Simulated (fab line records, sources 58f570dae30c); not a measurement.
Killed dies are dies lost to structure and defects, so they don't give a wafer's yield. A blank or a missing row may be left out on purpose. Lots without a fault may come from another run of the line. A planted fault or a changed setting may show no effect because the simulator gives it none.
Split-lot experiment | flow berkeley_cmos170 | 5 lots, 23 wafers read, on a route of 331 steps

THE SPLIT
At UCB170_CONTACT_EXPOSE_12 (exposes mask CONT, target cd 700 nm), the setting dose_mj was moved away from the recipe's 35 on 9 of the 23 wafers read, by -6.2% to +7.3%. The other wafers ran this setting at the recipe's value.

FROM THE SPLIT TO THE READING: what the file shows between them, 6 steps
- UCB170_CONTACT_PEB_13
- UCB170_CONTACT_DEVELOP_14: develop time 45 s
- UCB170_CONTACT_CD_MEAS_15: target cd 700 nm
- UCB170_CONTACT_ETCH_17: etches BARC in N2/H2
- UCB170_CONTACT_ETCH_18: etches PSG in CHF3/CF4/Ar, stops on TiSi2, target depth 840 nm, time 195 s
- UCB170_CONTACT_STRIP_19: strips in O2

THE READING
cd_nm, in nm, at UCB170_CONTACT_CD_MEAS_90 (target cd 700 nm). Fault-free wafers of this fab line usually give 700.9 nm, standard deviation 1.6 nm.

wafer  | tool, chamber at the split | dose_mj as run | against the recipe | cd_nm, nm | against lot-mates on the recipe
L074.1 | krf_scanner-02, 0          | 35             | recipe             | 700.9     | -
L074.3 | krf_scanner-02, 0          | 35             | recipe             | 700.7     | -
L074.4 | krf_scanner-02, 0          | 35             | recipe             | 698.3     | -
L074.5 | krf_scanner-02, 0          | 35             | recipe             | 699.0     | -
L074.6 | krf_scanner-02, 0          | 35             | recipe             | 700.4     | -
L077.1 | krf_scanner-01, 0          | 37.55          | +7.3%              | 714.1     | +11.5
L077.2 | krf_scanner-01, 0          | 35             | recipe             | 701.8     | -
L077.3 | krf_scanner-01, 0          | 37.55          | +7.3%              | 717.0     | +14.4
L077.4 | krf_scanner-01, 0          | 35             | recipe             | 703.4     | -
L077.6 | krf_scanner-01, 0          | 37.55          | +7.3%              | 715.2     | +12.6
L078.1 | krf_scanner-02, 0          | 35.94          | +2.7%              | 705.3     | +2.6
L078.3 | krf_scanner-02, 0          | 35.94          | +2.7%              | 706.4     | +3.7
L078.4 | krf_scanner-02, 0          | 35.94          | +2.7%              | 707.3     | +4.6
L078.5 | krf_scanner-02, 0          | 35             | recipe             | 702.6     | -
L078.6 | krf_scanner-02, 0          | 35             | recipe             | 702.7     | -
L084.1 | krf_scanner-01, 0          | 32.82          | -6.2%              | 686.9     | -13.6
L084.2 | krf_scanner-01, 0          | 32.82          | -6.2%              | 689.0     | -11.5
L084.3 | krf_scanner-01, 0          | 35             | recipe             | 701.1     | -
L084.4 | krf_scanner-01, 0          | 32.82          | -6.2%              | 689.2     | -11.3
L084.5 | krf_scanner-01, 0          | 35             | recipe             | 699.9     | -
L085.1 | krf_scanner-02, 0          | 35             | recipe             | 701.4     | -
L085.3 | krf_scanner-02, 0          | 35             | recipe             | 701.4     | -
L085.4 | krf_scanner-02, 0          | 35             | recipe             | 701.6     | -

THE FIT
A straight line over all 23 wafers: cd_nm changes by +2 nm for each +1% of dose_mj; r = +0.99; the points scatter about the line by 1.3 nm.
The same after taking each lot's own level away (the mean of its wafers on the recipe; 23 wafers): +1.82 nm for each +1%; r = +0.99; scatter 1 nm.
On that fit, the largest move of dose_mj shifts the reading by 13 nm.
The lots' own levels span 699.86 to 702.65 nm, that is 1.7 times the standard deviation above.
So the lot-to-lot level changes the slope little: the two slopes agree.
Check: with one of the wafers moved furthest among these (+7.3%) left out of the fit, the line predicts +13.3 nm for it against its lot-mates. It came out at +11.5 nm against them.

OTHER SPLITS ON THESE WAFERS
These wafers also went through other splits before the reading. Each is held against what the fit with the lots' levels taken away leaves over:
other split on the same wafers | wafers away from the commonest value | r with cd_nm (lot level and that fit taken away)
UCB170_CONTACT_CVD_01 time_s   | 10                                   | -0.17

THE WHOLE CHAIN: every reading that the file lists as answering this split, in the file's order
step                      | what it does                                                               | reading                                                        | change (the file's fit)              | r (the file's)
UCB170_CONTACT_CD_MEAS_15 | target cd 700 nm                                                           | cd_nm                                                          | +1.73 nm for each +1% of the setting | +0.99
UCB170_CONTACT_ETCH_17    | etches BARC in N2/H2                                                       | CONTACT.cd_nm (the simulator's own value, which no gauge read) | +1.72 nm for each +1% of the setting | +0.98
UCB170_CONTACT_ETCH_18    | etches PSG in CHF3/CF4/Ar, stops on TiSi2, target depth 840 nm, time 195 s | CONTACT.cd_nm (the simulator's own value, which no gauge read) | +1.79 nm for each +1% of the setting | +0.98
UCB170_CONTACT_CD_MEAS_90 | target cd 700 nm                                                           | cd_nm                                                          | +1.81 nm for each +1% of the setting | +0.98

THE FILE'S OWN FIT
cd_nm changes by +1.81 nm for each +1% of dose_mj, r = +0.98.
